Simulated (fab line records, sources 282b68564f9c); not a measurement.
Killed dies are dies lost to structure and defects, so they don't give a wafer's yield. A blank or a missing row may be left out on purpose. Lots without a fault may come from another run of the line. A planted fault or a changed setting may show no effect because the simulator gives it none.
A sampling plan put to the test | flow rit_cmos | one fab line, 26 faults that these records tell of, each judged on the records of the lots that it struck
The plan is the line's own looks: the steps of the route at which a gauge or an inspection reads the wafer and doesn't change it. A look can be judged if struck wafers have a number there and the file gives its usual mean and standard deviation on fault-free wafers. Caught: at a look after the fault's first step, the mean of the struck wafers lies 4 or more of those standard deviations (sigma) from the usual mean. On the tool: the same test on the tool's own readings at the fault's steps. Another recipe on the struck wafers, or a record that is blank for them alone, also counts as caught.

THE FAULTS, as the simulator had put them in
1. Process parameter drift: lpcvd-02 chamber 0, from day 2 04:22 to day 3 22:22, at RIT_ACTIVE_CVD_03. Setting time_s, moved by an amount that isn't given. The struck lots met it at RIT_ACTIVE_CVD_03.
2. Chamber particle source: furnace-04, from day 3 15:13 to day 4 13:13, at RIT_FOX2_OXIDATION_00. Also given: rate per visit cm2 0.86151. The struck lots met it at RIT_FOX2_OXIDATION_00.
3. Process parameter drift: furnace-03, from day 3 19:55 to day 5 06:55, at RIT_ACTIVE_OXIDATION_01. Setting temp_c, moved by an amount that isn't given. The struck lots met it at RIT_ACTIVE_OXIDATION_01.
4. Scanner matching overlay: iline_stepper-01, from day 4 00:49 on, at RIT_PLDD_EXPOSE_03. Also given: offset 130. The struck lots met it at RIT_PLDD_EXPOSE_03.
5. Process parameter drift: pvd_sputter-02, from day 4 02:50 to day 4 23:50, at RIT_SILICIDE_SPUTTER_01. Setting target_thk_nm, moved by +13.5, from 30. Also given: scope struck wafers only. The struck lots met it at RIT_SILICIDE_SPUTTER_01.
6. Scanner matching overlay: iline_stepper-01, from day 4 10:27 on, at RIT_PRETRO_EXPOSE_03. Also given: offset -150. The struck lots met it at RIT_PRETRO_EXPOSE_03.
7. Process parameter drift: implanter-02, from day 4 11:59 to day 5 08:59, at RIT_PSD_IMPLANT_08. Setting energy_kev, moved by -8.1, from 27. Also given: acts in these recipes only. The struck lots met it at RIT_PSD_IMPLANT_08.
8. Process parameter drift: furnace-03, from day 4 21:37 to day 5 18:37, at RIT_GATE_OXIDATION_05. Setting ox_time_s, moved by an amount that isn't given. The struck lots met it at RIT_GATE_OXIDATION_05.
9. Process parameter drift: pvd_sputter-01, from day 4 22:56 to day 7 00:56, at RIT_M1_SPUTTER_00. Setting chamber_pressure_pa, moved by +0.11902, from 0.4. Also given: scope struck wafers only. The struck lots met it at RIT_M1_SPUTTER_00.
10. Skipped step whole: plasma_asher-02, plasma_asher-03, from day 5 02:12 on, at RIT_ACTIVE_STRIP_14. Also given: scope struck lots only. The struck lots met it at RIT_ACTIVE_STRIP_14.
11. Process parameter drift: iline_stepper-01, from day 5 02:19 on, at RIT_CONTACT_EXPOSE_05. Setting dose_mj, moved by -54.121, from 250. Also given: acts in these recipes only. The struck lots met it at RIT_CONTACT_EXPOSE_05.
12. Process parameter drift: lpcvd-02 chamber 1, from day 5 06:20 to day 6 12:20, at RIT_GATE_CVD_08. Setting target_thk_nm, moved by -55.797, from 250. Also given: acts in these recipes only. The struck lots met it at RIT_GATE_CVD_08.
13. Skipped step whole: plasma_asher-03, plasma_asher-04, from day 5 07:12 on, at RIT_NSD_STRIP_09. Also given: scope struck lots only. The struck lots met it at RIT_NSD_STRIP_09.
14. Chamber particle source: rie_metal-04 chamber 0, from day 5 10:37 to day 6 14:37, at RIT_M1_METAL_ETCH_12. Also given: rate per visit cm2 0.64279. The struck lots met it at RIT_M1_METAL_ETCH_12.
15. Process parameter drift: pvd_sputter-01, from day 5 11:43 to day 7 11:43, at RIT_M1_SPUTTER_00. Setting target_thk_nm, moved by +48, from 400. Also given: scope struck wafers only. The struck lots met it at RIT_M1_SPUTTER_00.
16. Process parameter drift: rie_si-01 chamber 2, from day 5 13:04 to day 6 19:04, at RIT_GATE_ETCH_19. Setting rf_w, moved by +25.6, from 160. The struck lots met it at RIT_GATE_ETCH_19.
17. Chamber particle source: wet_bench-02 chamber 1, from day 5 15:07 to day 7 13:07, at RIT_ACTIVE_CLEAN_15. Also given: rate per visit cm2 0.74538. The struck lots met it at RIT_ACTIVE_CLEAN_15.
18. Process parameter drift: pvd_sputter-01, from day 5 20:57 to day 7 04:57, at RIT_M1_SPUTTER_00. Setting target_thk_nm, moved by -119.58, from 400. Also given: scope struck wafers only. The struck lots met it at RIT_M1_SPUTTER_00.
19. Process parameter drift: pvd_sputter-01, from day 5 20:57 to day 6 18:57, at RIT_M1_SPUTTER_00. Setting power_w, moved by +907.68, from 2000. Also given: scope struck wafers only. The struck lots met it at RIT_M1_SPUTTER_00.
20. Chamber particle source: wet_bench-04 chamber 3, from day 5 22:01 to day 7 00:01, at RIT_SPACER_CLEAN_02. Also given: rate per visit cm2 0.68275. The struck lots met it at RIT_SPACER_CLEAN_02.
21. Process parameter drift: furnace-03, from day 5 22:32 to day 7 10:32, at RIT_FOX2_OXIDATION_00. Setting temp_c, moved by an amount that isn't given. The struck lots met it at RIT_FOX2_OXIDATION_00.
22. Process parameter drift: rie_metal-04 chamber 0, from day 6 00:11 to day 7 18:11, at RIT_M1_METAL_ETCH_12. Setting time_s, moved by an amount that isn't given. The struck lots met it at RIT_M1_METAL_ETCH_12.
23. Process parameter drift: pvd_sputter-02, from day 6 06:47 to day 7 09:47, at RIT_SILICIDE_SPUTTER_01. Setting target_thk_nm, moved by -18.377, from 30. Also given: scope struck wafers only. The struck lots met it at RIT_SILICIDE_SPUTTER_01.
24. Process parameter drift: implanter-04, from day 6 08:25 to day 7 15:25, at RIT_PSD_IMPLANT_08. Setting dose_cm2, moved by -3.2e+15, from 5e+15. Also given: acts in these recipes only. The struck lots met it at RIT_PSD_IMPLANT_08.
25. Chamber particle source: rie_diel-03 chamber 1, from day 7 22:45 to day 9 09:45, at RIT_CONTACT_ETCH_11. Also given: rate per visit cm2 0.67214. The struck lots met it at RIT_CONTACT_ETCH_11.
26. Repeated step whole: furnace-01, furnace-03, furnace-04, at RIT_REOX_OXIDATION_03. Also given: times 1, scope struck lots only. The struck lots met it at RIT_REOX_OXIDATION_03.

WHAT THE PLAN SAW
fault | on the tool itself                               | first look that catches it                      | reading, sigma                                                  | median hours from its first step to that look | hours from the fault's start to the first struck lot there | judged looks passed uncaught
1     | no reading that can be judged                    | RIT_ACTIVE_THK_MEAS_04                          | ACTIVE_NITRIDE_THK +22                                          | 1.4                                           | 6                                                          | 0
2     | no reading that can be judged                    | no look after it can be judged                  | -                                                               | -                                             | -                                                          | 0
3     | tube_center_temp_C -99 or beyond sigma           | RIT_ACTIVE_THK_MEAS_02                          | ACTIVE_OXIDE_THK -16                                            | 1.9                                           | 4                                                          | 0
4     | under 2 sigma                                    | RIT_PLDD_OVL_MEAS_06                            | PLDD_OVL +93                                                    | 0.4                                           | 4                                                          | 0
5     | under 2 sigma                                    | RIT_SILICIDE_RS_MEAS_02                         | SILICIDE_TI_RS -25                                              | 0.1                                           | 9                                                          | 0
6     | under 2 sigma                                    | RIT_PRETRO_OVL_MEAS_06                          | PRETRO_OVL -99 or beyond                                        | 0.4                                           | 11                                                         | 0
7     | beam_energy_keV -99 or beyond sigma              | RIT_PSD_TW_MEAS_10                              | PSD_TW -13                                                      | 0.3                                           | 2                                                          | 0
8     | under 2 sigma                                    | RIT_GATE_THK_MEAS_07                            | GATE_OXIDE_THK +6.9                                             | 1.8                                           | 10                                                         | 0
9     | chamber_pressure_pa +99 or beyond sigma          | RIT_M1_RS_MEAS_01                               | M1_AL_RS +5.4                                                   | 0.3                                           | 27                                                         | 0
10    | the tool's record is blank for the struck wafers | no look after it can be judged                  | -                                                               | -                                             | -                                                          | 0
11    | exposure_dose_mJ_cm2 -99 or beyond sigma         | RIT_CONTACT_CD_MEAS_08                          | cd_nm -34                                                       | 0.5                                           | 4                                                          | 0
12    | under 2 sigma                                    | RIT_GATE_THK_MEAS_09                            | GATE_POLY_THK -23                                               | 1.6                                           | 20                                                         | 0
13    | the tool's record is blank for the struck wafers | RIT_PSD_TW_MEAS_10                              | PSD_TW -99 or beyond                                            | 1.7                                           | 5                                                          | 0
14    | under 2 sigma                                    | no look after it can be judged                  | -                                                               | -                                             | -                                                          | 0
15    | under 2 sigma                                    | RIT_M1_RS_MEAS_01                               | M1_AL_RS -10                                                    | 0.3                                           | 5                                                          | 0
16    | rf_fwd_power_W +50 sigma                         | no look after it can be judged                  | -                                                               | -                                             | -                                                          | 0
17    | no reading that can be judged                    | not the one look that can be judged after it    | -                                                               | -                                             | -                                                          | 1
18    | under 2 sigma                                    | RIT_M1_RS_MEAS_01                               | M1_AL_RS +41                                                    | 0.3                                           | 13                                                         | 0
19    | cathode_dc_power_W +99 or beyond sigma           | RIT_M1_RS_MEAS_01                               | M1_AL_RS -29                                                    | 0.3                                           | 5                                                          | 0
20    | under 2 sigma                                    | no look after it can be judged                  | -                                                               | -                                             | -                                                          | 0
21    | tube_center_temp_C +99 or beyond sigma           | none of the 3 looks that can be judged after it | strongest: FIELD_OXIDE_LEFT_2_THK at RIT_FOX2_THK_MEAS_91, +3.3 | -                                             | -                                                          | 3
22    | run_length_s -29 sigma                           | no look after it can be judged                  | -                                                               | -                                             | -                                                          | 0
23    | under 2 sigma                                    | RIT_SILICIDE_RS_MEAS_02                         | SILICIDE_TI_RS +99 or beyond                                    | 0.2                                           | 6                                                          | 0
24    | dose_ions_cm2 -99 or beyond sigma                | RIT_PSD_TW_MEAS_10                              | PSD_TW -19                                                      | 0.3                                           | 3                                                          | 0
25    | under 2 sigma                                    | no look after it can be judged                  | -                                                               | -                                             | -                                                          | 0
26    | under 2 sigma                                    | RIT_REOX_THK_MEAS_04                            | REOX_OXIDE_THK +29                                              | 5.8                                           | -                                                          | 0
A dash: the fault isn't caught, or these records don't give the number.

Caught at a look: 17 of 26. Caught on the tool: 11 of 26. By one or the other: 21 of 26.
Caught on the tool alone: faults 10, 16, 21, 22.
Caught at a look alone: faults 1, 4, 5, 6, 8, 12, 15, 18, 23, 26.
Caught by neither: faults 2, 14, 17, 20, 25.

THINNER SAMPLING
If the look that catches a fault measured only every second or every third lot, by lot number, the first struck lot would be measured this late in the worst case:
fault | struck lots at that look, in order of time | every lot | every second lot | every third lot
1     | L511                                       | 6 h       | may miss it      | may miss it
3     | L655, L656, L661                           | 4 h       | 11 h             | may miss all 3
4     | L786, L787, L788, L792                     | 4 h       | 7 h              | 14 h
5     | L762, L764                                 | 9 h       | may miss all 2   | may miss all 2
6     | L817, L820, L821                           | 11 h      | 24 h             | may miss all 3
7     | L991, L992, L994                           | 2 h       | 9 h              | may miss all 3
8     | L946, L948                                 | 10 h      | may miss all 2   | may miss all 2
9     | L818                                       | 27 h      | may miss it      | may miss it
11    | L426, L427                                 | 4 h       | 6 h              | may miss all 2
12    | L223                                       | 20 h      | may miss it      | may miss it
13    | L589, L590                                 | 5 h       | 12 h             | may miss all 2
15    | L752, L754                                 | 5 h       | may miss all 2   | may miss all 2
18    | L369                                       | 13 h      | may miss it      | may miss it
19    | L279, L281                                 | 5 h       | may miss all 2   | may miss all 2
23    | L373                                       | 6 h       | may miss it      | may miss it
24    | L466, L467, L468                           | 3 h       | 7 h              | 17 h
Hours are from the fault's start to the first struck lot that is measured. The limit of 4 sigma was tested on all struck wafers together, so one lot alone may lie under it. Other struck lots may not be in these records.

THE LONGEST TIMED WAY FROM STEP TO LOOK
Fault 26: a median of 5.8 hours passes between RIT_REOX_OXIDATION_03 and RIT_REOX_THK_MEAS_04. No look between them can be judged.
